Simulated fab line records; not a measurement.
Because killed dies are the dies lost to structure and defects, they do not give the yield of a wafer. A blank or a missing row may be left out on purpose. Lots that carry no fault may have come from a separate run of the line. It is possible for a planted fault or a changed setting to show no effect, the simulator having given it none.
fab line records	flow rit-cmos	part 1 of 2: steps 1 to 35 of 48
record lots=5	wafers=15	last-day=8
route steps=202 shown ACTIVE@11 FOX1@20 FOX2@23 NWELL@28 PWELL@39 WELLDRIVE@50 NRETRO@53
lots untouched by any fault: they come from a run of this same line in which no faults occurred
start-h: hours from the record's opening day to when the first of the lot's shown wafers began	wait-h: time in hours since the lot's previous step	" unchanged from the row above	L1.1+2: several wafers, shown together as one row	- no value, or no start given	* or withheld: withheld	< > ~ a bound
route shown NAME@n: NAME is a module with steps in the file, n the number in the route of the first one	usual: the fault-free wafers' mean and standard deviation	same: alike in all rows	chamber/n: place in a boat	sites: per-site readings	_std_site: standard deviation across them	_edge_site: the outer-site mean with the inner-site mean subtracted	radius-mm: for every site, how far away it sits from the centre of the wafer	mask NAME#n: copy n	behind: tool/chamber where the wafer was last shaped	hold: why the lot went on hold/how many hours it stayed there/how the hold came to an end	device: transistor that didn't switch, given as n, p or np	end of line: at the end of the route, the tests of the same wafers	where a step has no rows: the recipe by itself	killed: the dies lost at the first sort to structure and to defects; this is not the yield of the wafer	map: dies across one wafer; x = killed, . = not, _ = none there
set.NAME: the run value of the setting; set.NAME@STEP: its run value at that earlier step	model.NAME: the simulator's own value behind a step, which no gauge read
lots at selected steps of the route; one table per step, one row per wafer
services: from which hour (start-h, from the record's first day; less than 0 if before it) a tool's chamber was out of use, for how many hours, and why
## steps
# step RIT_ACTIVE_DEVELOP_10
# recipe resist=NOVOLAK	develop-time-s=50	dev-temp-c=23
lot.wafer	tool	chamber	start-h	wait-h
L074.1+3+5	litho-track-02	0	-	-
L084.1+2+4	litho-track-02	0	-	-
L085.1+2+5	litho-track-02	0	-	-
L092.2+4+6	litho-track-03	0	-	-
L094.1+4+6	litho-track-02	0	-	-
# step RIT_ACTIVE_CD_MEAS_11
# recipe target-cd-nm=1400
# usual cd-nm=1400.2/2.6
lot.wafer	tool	chamber	start-h	wait-h	cd-nm
L074.1	cd-sem-01	-	15.47	-	1397.5
L074.3	"	-	"	"	1399.2
L074.5	"	-	"	"	1396.3
L084.1	cd-sem-02	-	64.56	-	1400.4
L084.2	"	-	"	"	1400.9
L084.4	"	-	"	"	1398.7
L085.1	cd-sem-02	-	69.44	-	1401.7
L085.2	"	-	"	"	1400.4
L085.5	"	-	"	"	1400.9
L092.2	cd-sem-01	-	105.24	-	1402.1
L092.4	"	-	"	"	1400.3
L092.6	"	-	"	"	1400.9
L094.1	cd-sem-01	-	116.83	-	1404.3
L094.4	"	-	"	"	1400.6
L094.6	"	-	"	"	1401.1
# step RIT_ACTIVE_HARDBAKE_12
# recipe resist=NOVOLAK	temp-c=140	time-s=60
lot.wafer	tool	chamber	start-h	wait-h
L074.1+3+5	litho-track-02	0	15.65	0.2
L084.1+2+4	litho-track-03	0	64.76	0.2
L085.1+2+5	litho-track-03	0	69.56	0.1
L092.2+4+6	litho-track-03	0	105.36	0.1
L094.1+4+6	litho-track-02	0	116.95	0.1
# step RIT_ACTIVE_ETCH_13
# recipe stop-on=SiO2	chemistry=SF6	target=Si3N4	time-s=210	over-etch-frac=0.4	SF6_flow_sccm=200	pressure-mtorr=260	rf-w=125	target-depth-a=2100
# usual drypump-motor-current-A=5.7/0.52	oes-product-au=0.818/0.012	throttle-valve-pct=7.48/0.065
lot.wafer	tool	chamber	start-h	wait-h	drypump-motor-current-A	oes-product-au	rf-hours-counter-h	throttle-valve-pct
L074.1	rie-diel-01	0	15.80	0.1	5.8	0.819	95	7.54
L074.3	"	3	"	"	6.4	0.818	5	7.37
L074.5	"	1	"	"	6.5	0.819	-	7.41
L084.1	rie-diel-02	3	64.91	0.1	6.2	0.803	5	7.59
L084.2	"	0	"	"	5.0	0.793	64	7.41
L084.4	"	2	"	"	5.9	0.791	6	7.53
L085.1	rie-diel-04	0	69.71	0.1	5.7	0.826	57	7.40
L085.2	"	2	"	"	5.4	0.835	7	7.54
L085.5	"	1	"	"	5.0	0.818	-	7.50
L092.2	rie-diel-02	3	105.49	0.1	6.2	0.804	6	7.57
L092.4	"	0	"	"	5.0	0.814	65	7.40
L092.6	"	3	"	"	6.2	0.808	-	7.59
L094.1	rie-diel-02	0	117.10	0.1	5.0	0.811	65	7.40
L094.4	"	0	"	"	5.0	0.808	-	7.42
L094.6	"	2	"	"	5.9	0.804	-	7.54
# step RIT_ACTIVE_STRIP_14
# recipe chemistry=O2	time-s=180	resist=NOVOLAK	platen-temp-c=withheld	power-w=500	pressure-mtorr=4000	o2-flow-sccm=4000
# usual drypump-motor-current-A=5.9/0.55
lot.wafer	tool	chamber	start-h	wait-h	drypump-motor-current-A	rf-hours-counter-h
L074.1	plasma-asher-02	1	15.93	0.1	4.9	35
L074.3	"	1	"	"	4.9	-
L074.5	"	0	"	"	6.6	-
L084.1	plasma-asher-01	1	65.04	0.1	5.7	28
L084.2	"	0	"	"	6.2	28
L084.4	"	1	"	"	5.6	-
L085.1	plasma-asher-01	0	69.84	0.1	6.2	29
L085.2	"	1	"	"	5.6	29
L085.5	"	0	"	"	6.1	-
L092.2	plasma-asher-02	1	105.62	0.1	4.9	44
L092.4	"	0	"	"	6.6	-
L092.6	"	0	"	"	6.6	-
L094.1	plasma-asher-02	0	117.23	0.1	6.6	45
L094.4	"	0	"	"	6.6	-
L094.6	"	0	"	"	6.6	-
# step RIT_ACTIVE_CD_MEAS_90
# recipe target-cd-nm=1400
# usual cd-nm=1400.1/2.6
lot.wafer	tool	chamber	start-h	wait-h	cd-nm
L074.1	cd-sem-02	-	16.11	0.1	1397.2
L074.3	"	-	"	"	1399.4
L074.5	"	-	"	"	1395.7
L084.1	cd-sem-02	-	65.22	0.1	1400.8
L084.2	"	-	"	"	1400.6
L084.4	"	-	"	"	1399.2
L085.1	cd-sem-02	-	70.02	0.1	1401.3
L085.2	"	-	"	"	1400.8
L085.5	"	-	"	"	1400.7
L092.2	cd-sem-01	-	105.82	0.1	1401.8
L092.4	"	-	"	"	1400.4
L092.6	"	-	"	"	1400.7
L094.1	cd-sem-02	-	117.41	0.1	1403.6
L094.4	"	-	"	"	1400.8
L094.6	"	-	"	"	1401.6
# step RIT_ACTIVE_CLEAN_15
# recipe chemistry=SC1	mix=3:3:50	time-s=600	temp-c=75
lot.wafer	tool	chamber	start-h	wait-h
L074.1+3+5	wet-bench-03	0	16.23	0.1
L084.1+2+4	wet-bench-03	1	65.34	0.1
L085.1+2+5	wet-bench-03	0	70.14	0.1
L092.2+4+6	wet-bench-02	3	105.92	0.1
L094.1+4+6	wet-bench-02	3	117.53	0.1
# step RIT_ACTIVE_CLEAN_16
# recipe chemistry=dHF	dilution=50:1	time-s=30
lot.wafer	tool	chamber	start-h	wait-h
L074.1+3+5	wet-bench-03	3	16.40	0.0
L084.1+2+4	wet-bench-04	1	65.51	0.0
L085.1+2+5	wet-bench-02	2	70.31	0.0
L092.2+4+6	wet-bench-03	1	106.09	0.0
L094.1+4+6	wet-bench-03	3	117.70	0.0
# step RIT_ACTIVE_CLEAN_17
# recipe chemistry=SC2	mix=3:3:50	time-s=600	temp-c=75	dry=n2-spin
lot.wafer	tool	chamber	start-h	wait-h
L074.1+3+5	wet-bench-02	2	16.42	0.0
L084.1+2+4	wet-bench-03	1	65.53	0.0
L085.1+2+5	wet-bench-04	0	70.33	0.0
L092.2+4+6	wet-bench-02	2	106.11	0.0
L094.1+4+6	wet-bench-04	1	117.72	0.0
# step RIT_FOX1_OXIDATION_00
# recipe temp-c=1100	ambient=H2O	target-thk-a=3507	p-h2o-torr=720	ox-time-s=1130
# usual tube-center-temp-C=1100/0.098	zone-power-centre-pct=52.0/1.5	zone-power-load-pct=43/5.9
# same ox-time-s=1130
lot.wafer	tool	chamber	start-h	wait-h	tube-center-temp-C	zone-power-centre-pct	zone-power-load-pct
L074.1	furnace-01	0	16.60	0.0	1100	50.8	39
L074.3	"	0	"	"	1100.1	50.6	39
L074.5	"	0	"	"	1100	50.7	39
L084.1	furnace-01	0	67.05	1.4	1099.9	50.3	39
L084.2	"	0	"	"	1100	50.5	39
L084.4	"	0	"	"	1100.1	50.0	39
L085.1	furnace-01	0	72.24	1.7	1099.9	50.8	39
L085.2	"	0	"	"	1099.9	51.2	38
L085.5	"	0	"	"	1100	51.5	39
L092.2	furnace-04	0	107.93	1.6	1099.9	50.6	53
L092.4	"	0	"	"	1100	50.9	52
L092.6	"	0	"	"	1100	52.2	53
L094.1	furnace-04	0	118.05	0.1	1100.1	50.7	54
L094.4	"	0	"	"	1100	50.9	53
L094.6	"	0	"	"	1100.1	51.5	53
# step RIT_FOX1_THK_MEAS_01
# recipe reads=SiO2_of_FOX1_OXIDATION_00
# usual FOX1_OXIDE_THK=352/6.3
lot.wafer	tool	chamber	start-h	wait-h	FOX1_OXIDE_THK[nm]
L074.1	film-metro-04	-	17.91	0.0	342
L074.3	"	-	"	"	343
L074.5	"	-	"	"	347
L084.1	film-metro-03	-	68.37	0.0	359
L084.2	"	-	"	"	361
L084.4	"	-	"	"	362
L085.1	film-metro-01	-	73.56	0.0	354
L085.2	"	-	"	"	363
L085.5	"	-	"	"	355
L092.2	film-metro-01	-	109.26	0.0	353
L092.4	"	-	"	"	355
L092.6	"	-	"	"	347
L094.1	film-metro-04	-	119.36	0.0	357
L094.4	"	-	"	"	351
L094.6	"	-	"	"	350
# step RIT_FOX1_WET_ETCH_02
# recipe chemistry=BOE	target-depth-nm=350	time-s=390	temp-c=21.5	dry=n2-spin	dilution=10:1	target=SiO2
lot.wafer	tool	chamber	start-h	wait-h
L074.1+3+5	wet-bench-01	3	17.97	0.1
L084.1+2+4	wet-bench-04	0	68.44	0.1
L085.1+2+5	wet-bench-04	2	73.62	0.1
L092.2+4+6	wet-bench-03	3	109.31	0.0
L094.1+4+6	wet-bench-01	2	119.42	0.1
# step RIT_FOX2_OXIDATION_00
# recipe temp-c=1100	ambient=H2O	target-thk-a=3507	p-h2o-torr=720	ox-time-s=1130
# usual tube-center-temp-C=1100/0.099	zone-power-centre-pct=52.0/1.5	zone-power-load-pct=44/6.3
# same ox-time-s=1130
lot.wafer	tool	chamber	start-h	wait-h	tube-center-temp-C	zone-power-centre-pct	zone-power-load-pct
L074.1	furnace-01	0	18.10	0.0	1100	50.4	39
L074.3	"	0	"	"	1100.4	51.3	38
L074.5	"	0	"	"	1100	50.8	38
L084.1	furnace-04	0	69.61	1.1	1100	51.1	53
L084.2	"	0	"	"	1100	51.7	53
L084.4	"	0	"	"	1100.1	50.8	53
L085.1	furnace-01	0	73.73	0.0	1100	51.0	39
L085.2	"	0	"	"	1100.2	50.1	39
L085.5	"	0	"	"	1099.9	50.5	38
L092.2	furnace-03	0	111.09	1.7	1099.9	54.1	40
L092.4	"	0	"	"	1100.1	53.1	40
L092.6	"	0	"	"	1099.8	53.0	40
L094.1	furnace-03	0	119.54	0.0	1100.2	53.0	40
L094.4	"	0	"	"	1100	53.5	41
L094.6	"	0	"	"	1100.1	53.8	41
# step RIT_FOX2_THK_MEAS_01
# recipe reads=SiO2_of_FOX2_OXIDATION_00
# usual FOX2_OXIDE_THK=354/7.4
lot.wafer	tool	chamber	start-h	wait-h	FOX2_OXIDE_THK[nm]
L074.1	film-metro-02	-	19.41	0.0	344
L074.3	"	-	"	"	347
L074.5	"	-	"	"	346
L084.1	film-metro-04	-	70.93	0.0	358
L084.2	"	-	"	"	357
L084.4	"	-	"	"	356
L085.1	film-metro-04	-	75.05	0.0	355
L085.2	"	-	"	"	356
L085.5	"	-	"	"	351
L092.2	film-metro-02	-	112.42	0.0	345
L092.4	"	-	"	"	340
L092.6	"	-	"	"	340
L094.1	film-metro-03	-	120.85	0.0	352
L094.4	"	-	"	"	350
L094.6	"	-	"	"	348
# step RIT_FOX2_CLEAN_02
# recipe chemistry=dHF	dilution=50:1	time-s=180
lot.wafer	tool	chamber	start-h	wait-h
L074.1+3+5	wet-bench-01	1	19.47	0.1
L084.1+2+4	wet-bench-01	2	70.99	0.1
L085.1+2+5	wet-bench-04	3	75.11	0.1
L092.2+4+6	wet-bench-04	3	112.47	0.0
L094.1+4+6	wet-bench-02	3	120.91	0.1
# step RIT_FOX2_WET_ETCH_03
# recipe chemistry=H3PO4	target=Si3N4	target-depth-nm=195	temp-c=165	time-s=2700
lot.wafer	tool	chamber	start-h	wait-h
L074.1+3+5	wet-bench-02	0	19.53	0.0
L084.1+2+4	wet-bench-02	1	71.05	0.0
L085.1+2+5	wet-bench-02	1	75.17	0.0
L092.2+4+6	wet-bench-02	2	112.53	0.0
L094.1+4+6	wet-bench-01	3	120.97	0.0
# step RIT_FOX2_THK_MEAS_90
# recipe reads=SiO2_of_FOX2_OXIDATION_00
# usual FIELD_OXIDE_LEFT_1_THK=326/7.3
lot.wafer	tool	chamber	start-h	wait-h	FIELD_OXIDE_LEFT_1_THK[nm]
L074.1	film-metro-02	-	20.29	0.0	317
L074.3	"	-	"	"	320
L074.5	"	-	"	"	319
L084.1	film-metro-03	-	71.80	0.0	331
L084.2	"	-	"	"	329
L084.4	"	-	"	"	328
L085.1	film-metro-04	-	75.92	0.0	328
L085.2	"	-	"	"	328
L085.5	"	-	"	"	324
L092.2	film-metro-02	-	113.36	0.0	318
L092.4	"	-	"	"	313
L092.6	"	-	"	"	312
L094.1	film-metro-03	-	121.73	0.0	325
L094.4	"	-	"	"	323
L094.6	"	-	"	"	321
# step RIT_NWELL_HMDS_00
# recipe prime-time-s=60	prime-temp-c=140
lot.wafer	tool	chamber	start-h	wait-h
L074.1+3+5	litho-track-03	0	20.35	0.1
L084.1+2+4	litho-track-01	0	71.86	0.1
L085.1+2+5	litho-track-02	0	75.98	0.1
L092.2+4+6	litho-track-02	0	113.44	0.1
L094.1+4+6	litho-track-03	0	121.79	0.1
# step RIT_NWELL_COAT_01
# recipe resist=NOVOLAK	spin-rpm=2000	resist-thk-nm=1300
lot.wafer	tool	chamber	start-h	wait-h
L074.1+3+5	litho-track-03	0	20.50	0.1
L084.1+2+4	litho-track-01	0	72.01	0.1
L085.1+2+5	litho-track-02	0	76.13	0.1
L092.2+4+6	litho-track-02	0	113.59	0.1
L094.1+4+6	litho-track-03	0	121.94	0.1
# step RIT_NWELL_SOFTBAKE_02
# recipe resist=NOVOLAK	temp-c=90	time-s=60
lot.wafer	tool	chamber	start-h	wait-h
L074.1+3+5	litho-track-03	0	20.65	0.1
L084.1+2+4	litho-track-01	0	72.16	0.1
L085.1+2+5	litho-track-02	0	76.28	0.1
L092.2+4+6	litho-track-02	0	113.74	0.1
L094.1+4+6	litho-track-03	0	122.09	0.1
# step RIT_NWELL_EXPOSE_03
# recipe mask-id=M2	na=0.57	target-cd-nm=43900	dose-mj=250
lot.wafer	tool	chamber	start-h	wait-h	mask
L074.1+3+5	iline-stepper-02	0	20.80	0.1	M2#0
L084.1+2+4	iline-stepper-01	0	72.44	0.2	M2#0
L085.1+2+5	iline-stepper-02	0	76.56	0.2	M2#0
L092.2+4+6	iline-stepper-02	0	113.88	0.1	M2#0
L094.1+4+6	iline-stepper-01	0	122.24	0.1	M2#0
# step RIT_NWELL_PEB_04
# recipe resist=NOVOLAK	temp-c=withheld	time-s=withheld
lot.wafer	tool	chamber	start-h	wait-h
L074.1+3+5	litho-track-03	0	20.91	0.1
L084.1+2+4	litho-track-02	0	72.56	0.1
L085.1+2+5	litho-track-03	0	76.67	0.1
L092.2+4+6	litho-track-03	0	114.01	0.1
L094.1+4+6	litho-track-03	0	122.35	0.1
# step RIT_NWELL_DEVELOP_05
# recipe resist=NOVOLAK	develop-time-s=68	dev-temp-c=23
lot.wafer	tool	chamber	start-h	wait-h
L074.1+3+5	litho-track-03	0	-	-
L084.1+2+4	litho-track-02	0	-	-
L085.1+2+5	litho-track-03	0	-	-
L092.2+4+6	litho-track-03	0	-	-
L094.1+4+6	litho-track-03	0	-	-
# step RIT_NWELL_OVL_MEAS_06
# usual NWELL_OVL=-0.4/1.1
lot.wafer	tool	chamber	start-h	wait-h	NWELL_OVL[nm]
L074.1	overlay-01	-	21.23	-	0.5
L074.3	"	-	"	"	0.2
L074.5	"	-	"	"	-1.0
L084.1	overlay-01	-	72.87	-	-0.3
L084.2	"	-	"	"	-0.9
L084.4	"	-	"	"	-0.3
L085.1	overlay-01	-	76.99	-	-1.4
L085.2	"	-	"	"	-1.0
L085.5	"	-	"	"	-1.7
L092.2	overlay-01	-	114.30	-	-0.9
L092.4	"	-	"	"	-1.8
L092.6	"	-	"	"	-0.7
L094.1	overlay-02	-	122.67	-	0.0
L094.4	"	-	"	"	1.1
L094.6	"	-	"	"	1.1
# step RIT_NWELL_HARDBAKE_07
# recipe resist=NOVOLAK	temp-c=140	time-s=120
lot.wafer	tool	chamber	start-h	wait-h
L074.1+3+5	litho-track-02	0	21.26	0.0
L084.1+2+4	litho-track-01	0	72.91	0.0
L085.1+2+5	litho-track-02	0	77.02	0.0
L092.2+4+6	litho-track-03	0	114.37	0.1
L094.1+4+6	litho-track-03	0	122.70	0.0
# step RIT_NWELL_IMPLANT_08
# recipe species=P	energy-kev=170	dose-cm2=5e+13	tilt-deg=7
# usual dose-ions-cm2=5e+13/5.3e+10
lot.wafer	tool	chamber	start-h	wait-h	dose-ions-cm2
L074.1	implanter-03	0	21.51	0.2	5.004e+13
L074.3	"	0	"	"	5e+13
L074.5	"	0	"	"	5.008e+13
L084.1	implanter-01	0	73.16	0.2	4.998e+13
L084.2	"	0	"	"	4.996e+13
L084.4	"	0	"	"	5.004e+13
L085.1	implanter-04	0	77.27	0.2	5.004e+13
L085.2	"	0	"	"	5e+13
L085.5	"	0	"	"	4.998e+13
L092.2	implanter-04	0	114.60	0.2	4.998e+13
L092.4	"	0	"	"	4.993e+13
L092.6	"	0	"	"	5.003e+13
L094.1	implanter-01	0	122.95	0.2	4.989e+13
L094.4	"	0	"	"	4.998e+13
L094.6	"	0	"	"	4.994e+13
# step RIT_NWELL_STRIP_09
# recipe chemistry=O2	time-s=180	resist=NOVOLAK	platen-temp-c=withheld	power-w=500	pressure-mtorr=4000	o2-flow-sccm=4000
# usual drypump-motor-current-A=5.9/0.65
lot.wafer	tool	chamber	start-h	wait-h	drypump-motor-current-A	rf-hours-counter-h
L074.1	plasma-asher-04	1	21.66	0.1	6.0	37
L074.3	"	0	"	"	6.2	-
L074.5	"	0	"	"	6.3	-
L084.1	plasma-asher-03	0	73.31	0.1	5.6	42
L084.2	"	1	"	"	6.4	42
L084.4	"	1	"	"	6.4	-
L085.1	plasma-asher-04	1	77.42	0.1	6.0	43
L085.2	"	0	"	"	6.2	43
L085.5	"	1	"	"	6.0	-
L092.2	plasma-asher-02	1	114.73	0.1	4.9	45
L092.4	"	1	"	"	4.8	-
L092.6	"	1	"	"	4.8	-
L094.1	plasma-asher-02	0	123.10	0.1	6.6	46
L094.4	"	0	"	"	6.6	-
L094.6	"	1	"	"	4.9	-
# step RIT_NWELL_TW_MEAS_10
# usual NWELL_TW=2140/25
lot.wafer	tool	chamber	start-h	wait-h	NWELL_TW
L074.1	film-metro-03	-	21.84	0.1	2161
L074.3	"	-	"	"	2160
L074.5	"	-	"	"	2161
L084.1	film-metro-02	-	73.49	0.1	2109
L084.2	"	-	"	"	2113
L084.4	"	-	"	"	2110
L085.1	film-metro-03	-	77.60	0.1	2164
L085.2	"	-	"	"	2168
L085.5	"	-	"	"	2168
L092.2	film-metro-02	-	114.91	0.1	2116
L092.4	"	-	"	"	2113
L092.6	"	-	"	"	2107
L094.1	film-metro-02	-	123.28	0.1	2108
L094.4	"	-	"	"	2110
L094.6	"	-	"	"	2118
# step RIT_PWELL_HMDS_00
# recipe prime-time-s=60	prime-temp-c=140
lot.wafer	tool	chamber	start-h	wait-h
L074.1+3+5	litho-track-02	0	21.90	0.1
L084.1+2+4	litho-track-02	0	73.55	0.1
L085.1+2+5	litho-track-02	0	77.66	0.1
L092.2+4+6	litho-track-01	0	114.99	0.1
L094.1+4+6	litho-track-02	0	123.34	0.1
# step RIT_PWELL_COAT_01
# recipe resist=NOVOLAK	spin-rpm=2000	resist-thk-nm=1300
lot.wafer	tool	chamber	start-h	wait-h
L074.1+3+5	litho-track-02	0	22.05	0.1
L084.1+2+4	litho-track-02	0	73.70	0.1
L085.1+2+5	litho-track-02	0	77.81	0.1
L092.2+4+6	litho-track-01	0	115.14	0.1
L094.1+4+6	litho-track-02	0	123.49	0.1
# step RIT_PWELL_SOFTBAKE_02
# recipe resist=NOVOLAK	temp-c=90	time-s=60
lot.wafer	tool	chamber	start-h	wait-h
L074.1+3+5	litho-track-02	0	22.20	0.1
L084.1+2+4	litho-track-02	0	73.85	0.1
L085.1+2+5	litho-track-02	0	77.96	0.1
L092.2+4+6	litho-track-01	0	115.29	0.1
L094.1+4+6	litho-track-02	0	123.64	0.1
# step RIT_PWELL_EXPOSE_03
# recipe mask-id=M3	na=0.57	target-cd-nm=43700	dose-mj=250
lot.wafer	tool	chamber	start-h	wait-h	mask
L074.1+3+5	iline-stepper-02	0	22.35	0.1	M3#0
L084.1+2+4	iline-stepper-01	0	74.00	0.1	M3#0
L085.1+2+5	iline-stepper-01	0	78.11	0.1	M3#0
L092.2+4+6	iline-stepper-01	0	115.43	0.1	M3#0
L094.1+4+6	iline-stepper-02	0	123.79	0.1	M3#0
# step RIT_PWELL_PEB_04
# recipe resist=NOVOLAK	temp-c=withheld	time-s=withheld
lot.wafer	tool	chamber	start-h	wait-h
L074.1+3+5	litho-track-02	0	22.47	0.1
L084.1+2+4	litho-track-02	0	74.12	0.1
L085.1+2+5	litho-track-02	0	78.23	0.1
L092.2+4+6	litho-track-01	0	115.56	0.1
L094.1+4+6	litho-track-02	0	123.90	0.1
# step RIT_PWELL_DEVELOP_05
# recipe resist=NOVOLAK	develop-time-s=68	dev-temp-c=23
lot.wafer	tool	chamber	start-h	wait-h
L074.1+3+5	litho-track-02	0	-	-
L084.1+2+4	litho-track-02	0	-	-
L085.1+2+5	litho-track-02	0	-	-
L092.2+4+6	litho-track-01	0	-	-
L094.1+4+6	litho-track-02	0	-	-
# step RIT_PWELL_OVL_MEAS_06
# usual PWELL_OVL=-0.4/1.3
lot.wafer	tool	chamber	start-h	wait-h	PWELL_OVL[nm]
L074.1	overlay-01	-	22.78	-	0.9
L074.3	"	-	"	"	-0.7
L074.5	"	-	"	"	-1.1
L084.1	overlay-01	-	74.43	-	-0.5
L084.2	"	-	"	"	-1.8
L084.4	"	-	"	"	-0.1
L085.1	overlay-01	-	78.54	-	-0.2
L085.2	"	-	"	"	-1.0
L085.5	"	-	"	"	-1.6
L092.2	overlay-02	-	115.85	-	0.5
L092.4	"	-	"	"	-0.3
L092.6	"	-	"	"	-0.7
L094.1	overlay-02	-	124.22	-	-0.3
L094.4	"	-	"	"	-1.1
L094.6	"	-	"	"	-0.7
